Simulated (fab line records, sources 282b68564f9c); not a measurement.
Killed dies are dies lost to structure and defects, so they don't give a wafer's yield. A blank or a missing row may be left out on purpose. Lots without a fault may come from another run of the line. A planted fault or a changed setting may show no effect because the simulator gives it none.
Which tool did it? | flow rit_cmos | 14 lots, 42 wafers sampled, at 2 steps of a route of 202

WHAT THE GAUGES READ, wafer by wafer
The record holds no reading of a measuring or inspecting step that can be judged against a usual standard deviation.

WHICH TOOL RAN EACH LOT (tool, then ch and the chambers of the sampled wafers, then the start)
lot  | RIT_NLDD_STRIP_09                   | RIT_M1_PROBE_99
L290 | plasma_asher-02 ch 0,1, day 2 18:29 | -
L291 | plasma_asher-04 ch 0,1, day 2 23:32 | -
L292 | plasma_asher-01 ch 0,1, day 3 04:50 | -
L293 | plasma_asher-04 ch 0,1, day 3 09:03 | -
L294 | plasma_asher-02 ch 0,1, day 3 16:35 | -
L295 | plasma_asher-01 ch 0,1, day 3 19:52 | -
L296 | plasma_asher-01 ch 0,1, day 4 00:23 | -
L297 | plasma_asher-01 ch 0,1, day 4 04:19 | -
L298 | plasma_asher-04 ch 1, day 4 10:57   | -
L300 | plasma_asher-04 ch 0,1, day 4 20:26 | -
L304 | plasma_asher-04 ch 0,1, day 5 23:30 | -
L309 | plasma_asher-02 ch 0,1, day 6 22:25 | -
L308 | plasma_asher-01 ch 0,1, day 6 22:39 | prober-01, day 7 17:37
L310 | plasma_asher-02 ch 1, day 7 03:50   | -
- RIT_NLDD_STRIP_09: strips in O2, time 180 s.
- RIT_M1_PROBE_99

WHAT THE TOOLS THEMSELVES READ (means of the sampled wafers that have a number; where no wafer has one, the mark that the record gives instead)
RIT_NLDD_STRIP_09. Usual: chamber_pressure_mTorr 4000 mTorr, standard deviation 3.5; drypump_motor_current_A 6.0 A, standard deviation 0.32; o2_flow_sccm 3999 sccm, standard deviation 12; rf_refl_power_W 7.3 W, standard deviation 1.9.
lot  | tool            | chamber_pressure_mTorr (mTorr) | drypump_motor_current_A (A) | o2_flow_sccm (sccm) | rf_refl_power_W (W) | flag
L290 | plasma_asher-02 | 4001                           | 6.0                         | 3997                | 8.6                 |
L291 | plasma_asher-04 | 3999                           | 5.8                         | 4019                | 5.3                 |
L292 | plasma_asher-01 | 3998                           | 6.3                         | 4006                | 8.7                 |
L293 | plasma_asher-04 | 4001                           | 5.9                         | 3996                | 5.2                 |
L294 | plasma_asher-02 | 4001                           | 5.7                         | 4006                | 8.9                 |
L295 | plasma_asher-01 | 3999                           | 6.2                         | 3992                | 8.4                 |
L296 | plasma_asher-01 | 3999                           | 6.3                         | 4005                | 8.8                 |
L297 | plasma_asher-01 | 3997                           | 6.3                         | 3999                | 9.0                 |
L298 | plasma_asher-04 | 3999                           | 5.7                         | 3995                | 4.5                 |
L300 | plasma_asher-04 | 2665                           | 5.8                         | 4000                | 5.2                 | OFF
L304 | plasma_asher-04 | 2671                           | 5.9                         | 3997                | 5.2                 | OFF
L309 | plasma_asher-02 | 3999                           | 5.7                         | 3999                | 9.0                 |
L308 | plasma_asher-01 | 3999                           | 6.3                         | 3993                | 8.9                 |
L310 | plasma_asher-02 | 3999                           | 5.5                         | 3997                | 9.2                 |

RIT_M1_PROBE_99. Usual: killed_at_contacts 0.0, standard deviation 0.25; killed_at_front_end 6.6, standard deviation 2.7; killed_dies 6.7, standard deviation 2.7; killed_open 3.3, standard deviation 1.9; killed_short 3.4, standard deviation 1.9.
lot  | tool      | killed_at_contacts | killed_at_front_end | killed_dies | killed_open | killed_short | flag
L308 | prober-01 | 0.0                | 4.7                 | 4.7         | 2.7         | 2.0          |

THE ANSWER, worked out from the rows above alone
Rule: a lot is off if the mean of its wafers that have a number lies more than 3 standard deviations from the usual mean. A lot without any number at a reading at which 4 lots or more have one is off too. The other lots that the step has rows for count as sound. The gauges are gone through in route order, then the tools' own readings, and for those a lot's mean is taken as printed above. The first step at which some lot is off is used, and at that step the reading that is off furthest; a lot without a number counts as furthest.
Off: L300, L304, at RIT_NLDD_STRIP_09 (chamber_pressure_mTorr).
A tool fits if, at that step or a process step before it, it ran every lot that is off, and no sound lot after the first of them. One fits: plasma_asher-04 at RIT_NLDD_STRIP_09. Its last sound lot is L298 (day 4 10:57), its first lot that is off L300 (day 4 20:26): a fault that began between those two fits.
The tool's own readings at RIT_NLDD_STRIP_09 bear it out: on the lots that are off they differ by more than 5 times the standard deviation of the sound lots' means. chamber_pressure_mTorr reads 2668 mTorr there against 3999 mTorr on the sound lots.

WHAT THE SIMULATOR HAD PUT IN
Process parameter drift: plasma_asher-04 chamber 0, from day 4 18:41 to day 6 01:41, at RIT_NLDD_STRIP_09. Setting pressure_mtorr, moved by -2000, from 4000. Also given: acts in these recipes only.
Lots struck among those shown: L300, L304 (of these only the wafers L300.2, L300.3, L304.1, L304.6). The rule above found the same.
